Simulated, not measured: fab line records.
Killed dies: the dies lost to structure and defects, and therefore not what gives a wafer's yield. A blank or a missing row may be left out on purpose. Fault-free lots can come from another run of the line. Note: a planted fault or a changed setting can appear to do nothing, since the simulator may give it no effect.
Which tool is to blame? || flow rit cmos || 13 lots, 39 wafers sampled, at 2 steps of a route of 202

== WHAT EACH GAUGE READ, for each wafer ==
Not one reading of a measure or inspect step in the record can be checked against a usual standard deviation.

== WHICH TOOL RAN EACH LOT (tool, then ch and the chambers of the sampled wafers, then the start) ==
{"lot": "L636", "RIT_M1_SPUTTER_00": "pvd sputter-01, day 3 10:35", "RIT_M1_PROBE_99": "prober-01, day 3 14:48"}
{"lot": "L637", "RIT_M1_SPUTTER_00": "pvd sputter-02, day 3 12:24", "RIT_M1_PROBE_99": "prober-02, day 3 17:29"}
{"lot": "L638", "RIT_M1_SPUTTER_00": "pvd sputter-01, day 3 20:43", "RIT_M1_PROBE_99": "prober-01, day 4 00:51"}
{"lot": "L639", "RIT_M1_SPUTTER_00": "pvd sputter-02, day 3 22:17", "RIT_M1_PROBE_99": "prober-02, day 4 02:42"}
{"lot": "L640", "RIT_M1_SPUTTER_00": "pvd sputter-01, day 4 05:04", "RIT_M1_PROBE_99": "prober-01, day 4 09:13"}
{"lot": "L641", "RIT_M1_SPUTTER_00": "pvd sputter-02, day 4 06:57", "RIT_M1_PROBE_99": "prober-02, day 4 11:19"}
{"lot": "L642", "RIT_M1_SPUTTER_00": "pvd sputter-03, day 4 11:32", "RIT_M1_PROBE_99": "prober-01, day 4 15:34"}
{"lot": "L643", "RIT_M1_SPUTTER_00": "pvd sputter-01, day 4 15:03", "RIT_M1_PROBE_99": "prober-02, day 4 19:04"}
{"lot": "L645", "RIT_M1_SPUTTER_00": "pvd sputter-01, day 5 01:58", "RIT_M1_PROBE_99": "prober-02, day 5 06:09"}
{"lot": "L650", "RIT_M1_SPUTTER_00": "pvd sputter-03, day 6 03:16", "RIT_M1_PROBE_99": "prober-02, day 6 07:52"}
{"lot": "L651", "RIT_M1_SPUTTER_00": "pvd sputter-01, day 6 08:55", "RIT_M1_PROBE_99": "prober-01, day 6 13:08"}
{"lot": "L652", "RIT_M1_SPUTTER_00": "pvd sputter-03, day 6 13:50", "RIT_M1_PROBE_99": "prober-02, day 6 18:04"}
{"lot": "L656", "RIT_M1_SPUTTER_00": "pvd sputter-03, day 7 09:31", "RIT_M1_PROBE_99": "prober-02, day 7 13:33"}
- RIT_M1_SPUTTER_00: material Al, target thk 400 nm, time 500 s.
- RIT_M1_PROBE_99

== AS READ BY THE TOOLS THEMSELVES (means over the sampled wafers that have a number; for cases with no such wafer, the mark the record gives instead) ==
RIT_M1_SPUTTER_00. Usual: throttle valve pct 29.5 %, standard deviation 0.67.
{"lot": "L636", "tool": "pvd sputter-01", "throttle valve pct (%)": 29.3, "flag": ""}
{"lot": "L637", "tool": "pvd sputter-02", "throttle valve pct (%)": 30.3, "flag": ""}
{"lot": "L638", "tool": "pvd sputter-01", "throttle valve pct (%)": 29.5, "flag": ""}
{"lot": "L639", "tool": "pvd sputter-02", "throttle valve pct (%)": 30.3, "flag": ""}
{"lot": "L640", "tool": "pvd sputter-01", "throttle valve pct (%)": 28.9, "flag": ""}
{"lot": "L641", "tool": "pvd sputter-02", "throttle valve pct (%)": 29.6, "flag": ""}
{"lot": "L642", "tool": "pvd sputter-03", "throttle valve pct (%)": 30.1, "flag": ""}
{"lot": "L643", "tool": "pvd sputter-01", "throttle valve pct (%)": 29.4, "flag": ""}
{"lot": "L645", "tool": "pvd sputter-01", "throttle valve pct (%)": 29.5, "flag": ""}
{"lot": "L650", "tool": "pvd sputter-03", "throttle valve pct (%)": 29.2, "flag": ""}
{"lot": "L651", "tool": "pvd sputter-01", "throttle valve pct (%)": 29.4, "flag": ""}
{"lot": "L652", "tool": "pvd sputter-03", "throttle valve pct (%)": 30.2, "flag": ""}
{"lot": "L656", "tool": "pvd sputter-03", "throttle valve pct (%)": 30.0, "flag": ""}

RIT_M1_PROBE_99. Usual: defect limited yield 97.3 %, standard deviation 1.1; killed_at_M0_to_M3 0.0, standard deviation 0.083; killed at contacts 0.1, standard deviation 0.24; killed at front end 7.1, standard deviation 2.8; killed dies 7.2, standard deviation 2.8; killed on rim 1.8, standard deviation 1.4; killed open 3.6, standard deviation 2.1; killed short 3.6, standard deviation 1.9; sort_bin_3_pad_short 0.2 %, standard deviation 0.25; sort_bin_5_function 1.6 %, standard deviation 0.78; sort_bin_6_memory 1.0 %, standard deviation 0.65; sort n pass 256.8, standard deviation 2.8; sort yield pct 97.3 %, standard deviation 1.1.
{"lot": "L636", "tool": "prober-01", "defect limited yield (%)": 97.1, "killed_at_M0_to_M3": 0.0, "killed at contacts": 0.0, "killed at front end": 7.7, "killed dies": 7.7, "killed on rim": 2.3, "killed open": 3.3, "killed short": 4.3, "sort_bin_3_pad_short (%)": 0.3, "sort_bin_5_function (%)": 1.8, "sort_bin_6_memory (%)": 0.9, "sort n pass": 256.3, "sort yield pct (%)": 97.1, "flag": ""}
{"lot": "L637", "tool": "prober-02", "defect limited yield (%)": 96.7, "killed_at_M0_to_M3": 0.0, "killed at contacts": 0.0, "killed at front end": 8.7, "killed dies": 8.7, "killed on rim": 2.3, "killed open": 3.7, "killed short": 5.0, "sort_bin_3_pad_short (%)": 0.0, "sort_bin_5_function (%)": 2.0, "sort_bin_6_memory (%)": 1.3, "sort n pass": 255.3, "sort yield pct (%)": 96.7, "flag": ""}
{"lot": "L638", "tool": "prober-01", "defect limited yield (%)": 96.3, "killed_at_M0_to_M3": 0.0, "killed at contacts": 0.0, "killed at front end": 9.7, "killed dies": 9.7, "killed on rim": 1.7, "killed open": 4.3, "killed short": 5.3, "sort_bin_3_pad_short (%)": 0.1, "sort_bin_5_function (%)": 2.1, "sort_bin_6_memory (%)": 1.4, "sort n pass": 254.3, "sort yield pct (%)": 96.3, "flag": ""}
{"lot": "L639", "tool": "prober-02", "defect limited yield (%)": 97.5, "killed_at_M0_to_M3": 0.0, "killed at contacts": 0.3, "killed at front end": 6.3, "killed dies": 6.7, "killed on rim": 1.0, "killed open": 3.7, "killed short": 3.0, "sort_bin_3_pad_short (%)": 0.1, "sort_bin_5_function (%)": 1.8, "sort_bin_6_memory (%)": 0.6, "sort n pass": 257.3, "sort yield pct (%)": 97.5, "flag": ""}
{"lot": "L640", "tool": "prober-01", "defect limited yield (%)": 97.5, "killed_at_M0_to_M3": 0.0, "killed at contacts": 0.0, "killed at front end": 6.7, "killed dies": 6.7, "killed on rim": 1.0, "killed open": 3.7, "killed short": 3.0, "sort_bin_3_pad_short (%)": 0.0, "sort_bin_5_function (%)": 1.4, "sort_bin_6_memory (%)": 1.1, "sort n pass": 257.3, "sort yield pct (%)": 97.5, "flag": ""}
{"lot": "L641", "tool": "prober-02", "defect limited yield (%)": 97.9, "killed_at_M0_to_M3": 0.0, "killed at contacts": 0.3, "killed at front end": 5.3, "killed dies": 5.7, "killed on rim": 1.0, "killed open": 4.7, "killed short": 1.0, "sort_bin_3_pad_short (%)": 0.0, "sort_bin_5_function (%)": 1.0, "sort_bin_6_memory (%)": 1.2, "sort n pass": 258.3, "sort yield pct (%)": 97.9, "flag": ""}
{"lot": "L642", "tool": "prober-01", "defect limited yield (%)": 98.2, "killed_at_M0_to_M3": 0.0, "killed at contacts": 0.0, "killed at front end": 4.7, "killed dies": 4.7, "killed on rim": 0.3, "killed open": 2.3, "killed short": 2.3, "sort_bin_3_pad_short (%)": 0.1, "sort_bin_5_function (%)": 0.9, "sort_bin_6_memory (%)": 0.8, "sort n pass": 259.3, "sort yield pct (%)": 98.2, "flag": ""}
{"lot": "L643", "tool": "prober-02", "defect limited yield (%)": 97.2, "killed_at_M0_to_M3": 0.0, "killed at contacts": 0.3, "killed at front end": 7.0, "killed dies": 7.3, "killed on rim": 3.0, "killed open": 3.7, "killed short": 3.7, "sort_bin_3_pad_short (%)": 0.0, "sort_bin_5_function (%)": 1.5, "sort_bin_6_memory (%)": 1.3, "sort n pass": 256.7, "sort yield pct (%)": 97.2, "flag": ""}
{"lot": "L645", "tool": "prober-02", "defect limited yield (%)": 98.1, "killed_at_M0_to_M3": 0.0, "killed at contacts": 0.0, "killed at front end": 5.0, "killed dies": 5.0, "killed on rim": 1.3, "killed open": 1.7, "killed short": 3.3, "sort_bin_3_pad_short (%)": 0.0, "sort_bin_5_function (%)": 1.1, "sort_bin_6_memory (%)": 0.8, "sort n pass": 259.0, "sort yield pct (%)": 98.1, "flag": ""}
{"lot": "L650", "tool": "prober-02", "defect limited yield (%)": 95.6, "killed_at_M0_to_M3": 0.0, "killed at contacts": 0.0, "killed at front end": 11.7, "killed dies": 11.7, "killed on rim": 3.0, "killed open": 5.7, "killed short": 6.0, "sort_bin_3_pad_short (%)": 0.3, "sort_bin_5_function (%)": 3.2, "sort_bin_6_memory (%)": 1.0, "sort n pass": 252.3, "sort yield pct (%)": 95.6, "flag": ""}
{"lot": "L651", "tool": "prober-01", "defect limited yield (%)": 95.5, "killed_at_M0_to_M3": 6.0, "killed at contacts": 0.0, "killed at front end": 6.0, "killed dies": 12.0, "killed on rim": 5.7, "killed open": 2.3, "killed short": 3.7, "sort_bin_3_pad_short (%)": 0.8, "sort_bin_5_function (%)": 2.9, "sort_bin_6_memory (%)": 0.9, "sort n pass": 252.0, "sort yield pct (%)": 95.5, "flag": "OFF"}
{"lot": "L652", "tool": "prober-02", "defect limited yield (%)": 97.0, "killed_at_M0_to_M3": 0.0, "killed at contacts": 0.0, "killed at front end": 8.0, "killed dies": 8.0, "killed on rim": 2.3, "killed open": 4.0, "killed short": 4.0, "sort_bin_3_pad_short (%)": 0.3, "sort_bin_5_function (%)": 2.0, "sort_bin_6_memory (%)": 0.7, "sort n pass": 256.0, "sort yield pct (%)": 97.0, "flag": ""}
{"lot": "L656", "tool": "prober-02", "defect limited yield (%)": 97.3, "killed_at_M0_to_M3": 0.0, "killed at contacts": 0.0, "killed at front end": 7.0, "killed dies": 7.0, "killed on rim": 1.7, "killed open": 1.7, "killed short": 5.3, "sort_bin_3_pad_short (%)": 0.5, "sort_bin_5_function (%)": 1.6, "sort_bin_6_memory (%)": 0.5, "sort n pass": 257.0, "sort yield pct (%)": 97.3, "flag": ""}

== THE ANSWER, worked out from the rows above alone ==
Rule: take the mean of a lot's wafers that have a number; if it is more than 3 standard deviations from the usual mean, the lot is off. A lot without any number at a reading at which 4 lots or more have one is off too. The other lots that the step has rows for count as sound. Order of review: gauges by route order, followed by the tools' own readings, for which a lot's mean as printed above is used. The first step at which some lot is off is used, and at that step the reading that is off furthest; a lot without a number counts as furthest.
Off: L651, at RIT_M1_PROBE_99 (killed_at_M0_to_M3).
If a tool, at that step or one of the process steps before it, ran each lot that is off and ran no sound lot following the first of them, it fits. This does not decide it: 2 tools fit, namely pvd sputter-01 at RIT_M1_SPUTTER_00 and prober-01 at RIT_M1_PROBE_99.

== WHAT THE SIMULATOR HAD PUT IN ==
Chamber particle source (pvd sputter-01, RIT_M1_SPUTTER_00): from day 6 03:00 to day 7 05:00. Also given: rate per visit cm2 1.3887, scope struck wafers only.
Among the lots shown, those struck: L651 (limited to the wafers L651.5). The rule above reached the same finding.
